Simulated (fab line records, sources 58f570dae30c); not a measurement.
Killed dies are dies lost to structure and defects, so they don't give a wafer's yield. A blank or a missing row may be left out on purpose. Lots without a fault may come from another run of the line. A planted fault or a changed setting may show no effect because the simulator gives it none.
Which tool did it? | flow berkeley_cmos170 | 14 lots, 42 wafers sampled, at 5 steps of a route of 331

WHAT THE GAUGES READ, wafer by wafer
UCB170_PFIELD_TW_MEAS_09. Usual: PFIELD_TW 599, standard deviation 4.8.
lot  | measured    | on            | PFIELD_TW   | flag
L902 | day 4 18:33 | film_metro-02 | 606 609 606 |
L904 | day 5 04:30 | film_metro-01 | 607 604 608 |
L903 | day 5 04:40 | film_metro-03 | 596 597 597 |
L905 | day 5 17:20 | film_metro-02 | 597 600 599 |
L906 | day 5 17:28 | film_metro-02 | 600 602 602 |
L907 | day 6 05:11 | film_metro-03 | 598 595 599 |
L908 | day 6 08:17 | film_metro-03 | 598 594 596 |
L912 | day 6 16:31 | film_metro-03 | 596 600 597 |
L911 | day 6 16:46 | film_metro-03 | 599 597 600 |
L913 | day 7 08:22 | film_metro-03 | 595 591 591 |
L916 | day 7 08:44 | film_metro-03 | 592 591 593 |
L919 | day 7 21:43 | film_metro-03 | 560 560 560 | OFF
L917 | day 7 21:48 | film_metro-02 | 604 603 600 |
L921 | day 8 12:23 | film_metro-01 | 577 577 574 | OFF

UCB170_SDANNEAL_RS_MEAS_03: measures by four-point-probe. Usual: NSD_RS 37.08 ohm/sq, standard deviation 0.084.
lot  | measured     | on            | NSD_RS (ohm/sq)   | flag
L902 | day 7 00:40  | film_metro-04 | 37.05 36.97 37.17 |
L904 | day 7 14:05  | film_metro-02 | 37.09 37.14 37.15 |
L903 | day 7 17:05  | film_metro-04 | 37.40 37.20 37.22 |
L905 | day 8 01:21  | film_metro-01 | 37.14 37.16 37.05 |
L906 | day 8 00:23  | film_metro-02 | 37.08 37.11 37.07 |
L907 | day 8 20:43  | film_metro-02 | 37.02 37.11 37.05 |
L908 | day 8 17:58  | film_metro-01 | 37.06 37.00 37.03 |
L912 | day 9 00:19  | film_metro-01 | 37.08 37.15 37.09 |
L911 | day 9 01:16  | film_metro-01 | 37.10 37.10 36.99 |
L913 | day 9 12:45  | film_metro-02 | 37.20 37.08 37.20 |
L916 | day 9 12:56  | film_metro-01 | 36.94 36.97 36.97 |
L919 | day 10 00:56 | film_metro-02 | 37.05 37.08 37.07 |
L917 | day 10 07:31 | film_metro-01 | 36.98 36.91 37.06 |
L921 | day 10 21:57 | film_metro-02 | 37.02 37.13 37.08 |

WHICH TOOL RAN EACH LOT (tool, then ch and the chambers of the sampled wafers, then the start)
lot  | UCB170_PFIELD_IMPLANT_07       | UCB170_PFIELD_STRIP_08              | UCB170_SDANNEAL_RTA_00
L902 | implanter-04 ch 0, day 4 18:18 | plasma_asher-04 ch 0,1, day 4 18:27 | rtp_anneal-02 ch 0, day 7 00:26
L904 | implanter-04 ch 0, day 5 04:16 | plasma_asher-02 ch 0,1, day 5 04:23 | rtp_anneal-02 ch 0, day 7 13:50
L903 | implanter-02 ch 0, day 5 04:25 | plasma_asher-04 ch 0,1, day 5 04:34 | rtp_anneal-02 ch 0, day 7 16:50
L905 | implanter-02 ch 0, day 5 17:05 | plasma_asher-02 ch 0, day 5 17:13   | rtp_anneal-02 ch 0, day 8 01:06
L906 | implanter-03 ch 0, day 5 17:13 | plasma_asher-01 ch 0,1, day 5 17:22 | rtp_anneal-02 ch 0, day 8 00:08
L907 | implanter-02 ch 0, day 6 04:56 | plasma_asher-01 ch 0,1, day 6 05:05 | rtp_anneal-02 ch 0, day 8 20:29
L908 | implanter-02 ch 0, day 6 08:02 | plasma_asher-04 ch 0,1, day 6 08:11 | rtp_anneal-02 ch 0, day 8 17:43
L912 | implanter-03 ch 0, day 6 16:17 | plasma_asher-04 ch 0,1, day 6 16:25 | rtp_anneal-01 ch 0, day 9 00:04
L911 | implanter-02 ch 0, day 6 16:31 | plasma_asher-02 ch 0,1, day 6 16:40 | rtp_anneal-02 ch 0, day 9 01:01
L913 | implanter-03 ch 0, day 7 08:08 | plasma_asher-04 ch 0,1, day 7 08:16 | rtp_anneal-02 ch 0, day 9 12:30
L916 | implanter-04 ch 0, day 7 08:31 | plasma_asher-04 ch 0,1, day 7 08:38 | rtp_anneal-01 ch 0, day 9 12:41
L919 | implanter-04 ch 0, day 7 21:30 | plasma_asher-04 ch 0,1, day 7 21:38 | rtp_anneal-02 ch 0, day 10 00:41
L917 | implanter-03 ch 0, day 7 21:33 | plasma_asher-02 ch 0,1, day 7 21:42 | rtp_anneal-02 ch 0, day 10 07:17
L921 | implanter-04 ch 0, day 8 12:08 | plasma_asher-01 ch 0,1, day 8 12:17 | rtp_anneal-02 ch 0, day 10 21:43
- UCB170_PFIELD_IMPLANT_07
- UCB170_PFIELD_STRIP_08: strips in O2.
- UCB170_SDANNEAL_RTA_00: time 10 s.

WHAT THE TOOLS THEMSELVES READ (means of the sampled wafers that have a number; where no wafer has one, the mark that the record gives instead)
UCB170_PFIELD_IMPLANT_07. Usual: dose_ions_cm2 1.9998e+13, standard deviation 2.3e+10; faraday_current_uA 63.7, standard deviation 1.2.
lot  | tool         | dose_ions_cm2 | faraday_current_uA | flag
L902 | implanter-04 | 1.9978e+13    | 63.8               |
L904 | implanter-04 | 1.9995e+13    | 63.3               |
L903 | implanter-02 | 1.9978e+13    | 63.8               |
L905 | implanter-02 | 2.0004e+13    | 63.5               |
L906 | implanter-03 | 1.9991e+13    | 64.4               |
L907 | implanter-02 | 1.9994e+13    | 64.0               |
L908 | implanter-02 | 2.0000e+13    | 64.1               |
L912 | implanter-03 | 1.9999e+13    | 64.2               |
L911 | implanter-02 | 2.0001e+13    | 63.7               |
L913 | implanter-03 | 1.9991e+13    | 63.9               |
L916 | implanter-04 | 1.9997e+13    | 63.3               |
L919 | implanter-04 | 1.6956e+13    | 53.7               | OFF
L917 | implanter-03 | 1.9998e+13    | 64.1               |
L921 | implanter-04 | 1.6926e+13    | 53.3               | OFF

UCB170_PFIELD_STRIP_08. Usual: drypump_motor_current_A 5.8 A, standard deviation 0.36; oes_product_au 0.735 a.u., standard deviation 0.0046; strip_time_to_endpoint_s 21.63 s, standard deviation 0.071.
lot  | tool            | drypump_motor_current_A (A) | oes_product_au (a.u.) | strip_time_to_endpoint_s (s) | flag
L902 | plasma_asher-04 | 5.5                         | 0.735                 | 21.60                        |
L904 | plasma_asher-02 | 6.0                         | 0.733                 | 21.66                        |
L903 | plasma_asher-04 | 5.8                         | 0.738                 | 21.70                        |
L905 | plasma_asher-02 | 6.0                         | 0.737                 | 21.71                        |
L906 | plasma_asher-01 | 5.8                         | 0.735                 | 21.52                        |
L907 | plasma_asher-01 | 5.7                         | 0.738                 | 21.63                        |
L908 | plasma_asher-04 | 5.8                         | 0.728                 | 21.69                        |
L912 | plasma_asher-04 | 5.6                         | 0.732                 | 21.68                        |
L911 | plasma_asher-02 | 6.0                         | 0.737                 | 21.73                        |
L913 | plasma_asher-04 | 5.8                         | 0.732                 | 21.61                        |
L916 | plasma_asher-04 | 5.8                         | 0.729                 | 21.62                        |
L919 | plasma_asher-04 | 5.5                         | 0.736                 | 21.52                        |
L917 | plasma_asher-02 | 6.0                         | 0.733                 | 21.52                        |
L921 | plasma_asher-01 | 6.1                         | 0.736                 | 21.61                        |

UCB170_SDANNEAL_RTA_00. Usual: chamber_o2_ppm 1.999, standard deviation 0.022; lamp_power_pct 20.9 %, standard deviation 1.4; wafer_temp_C_max 905.8, standard deviation 1.2.
lot  | tool          | chamber_o2_ppm | lamp_power_pct (%) | wafer_temp_C_max | flag
L902 | rtp_anneal-02 | 1.984          | 19.7               | 905.7            |
L904 | rtp_anneal-02 | 2.013          | 19.7               | 906.0            |
L903 | rtp_anneal-02 | 1.990          | 19.7               | 906.2            |
L905 | rtp_anneal-02 | 2.001          | 19.7               | 906.8            |
L906 | rtp_anneal-02 | 2.003          | 19.7               | 906.0            |
L907 | rtp_anneal-02 | 2.007          | 19.7               | 905.4            |
L908 | rtp_anneal-02 | 1.997          | 19.7               | 906.3            |
L912 | rtp_anneal-01 | 2.004          | 22.5               | 905.7            |
L911 | rtp_anneal-02 | 1.978          | 19.7               | 906.2            |
L913 | rtp_anneal-02 | 1.985          | 19.7               | 905.5            |
L916 | rtp_anneal-01 | 2.002          | 22.5               | 906.5            |
L919 | rtp_anneal-02 | 2.012          | 19.7               | 906.3            |
L917 | rtp_anneal-02 | 2.004          | 19.7               | 906.6            |
L921 | rtp_anneal-02 | 1.996          | 19.7               | 906.5            |

THE ANSWER, worked out from the rows above alone
Rule: a lot is off if the mean of its wafers that have a number lies more than 3 standard deviations from the usual mean. A lot without any number at a reading at which 4 lots or more have one is off too. The other lots that the step has rows for count as sound. The gauges are gone through in route order, then the tools' own readings, and for those a lot's mean is taken as printed above. The first step at which some lot is off is used, and at that step the reading that is off furthest; a lot without a number counts as furthest.
Off: L919, L921, at UCB170_PFIELD_TW_MEAS_09 (PFIELD_TW).
A tool fits if, at a process step before that reading, it ran every lot that is off, and no sound lot after the first of them. The gauges at UCB170_PFIELD_TW_MEAS_09 aren't tried: what is off there is off at UCB170_PFIELD_IMPLANT_07 too, on other tools, and a gauge's error can't cause that. One fits: implanter-04 at UCB170_PFIELD_IMPLANT_07. Its last sound lot is L916 (day 7 08:31), its first lot that is off L919 (day 7 21:30): a fault that began between those two fits.
The tool's own readings at UCB170_PFIELD_IMPLANT_07 bear it out: on the lots that are off they differ by more than 5 times the standard deviation of the sound lots' means. dose_ions_cm2 reads 1.6941e+13 there against 1.9994e+13 on the sound lots; faraday_current_uA reads 53.5 there against 63.8 on the sound lots.

WHAT THE SIMULATOR HAD PUT IN
Process parameter drift: implanter-04, from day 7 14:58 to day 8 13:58, at UCB170_PFIELD_IMPLANT_07. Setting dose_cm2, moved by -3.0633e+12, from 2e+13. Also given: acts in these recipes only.
Lots struck among those shown: L919, L921. The rule above found the same.
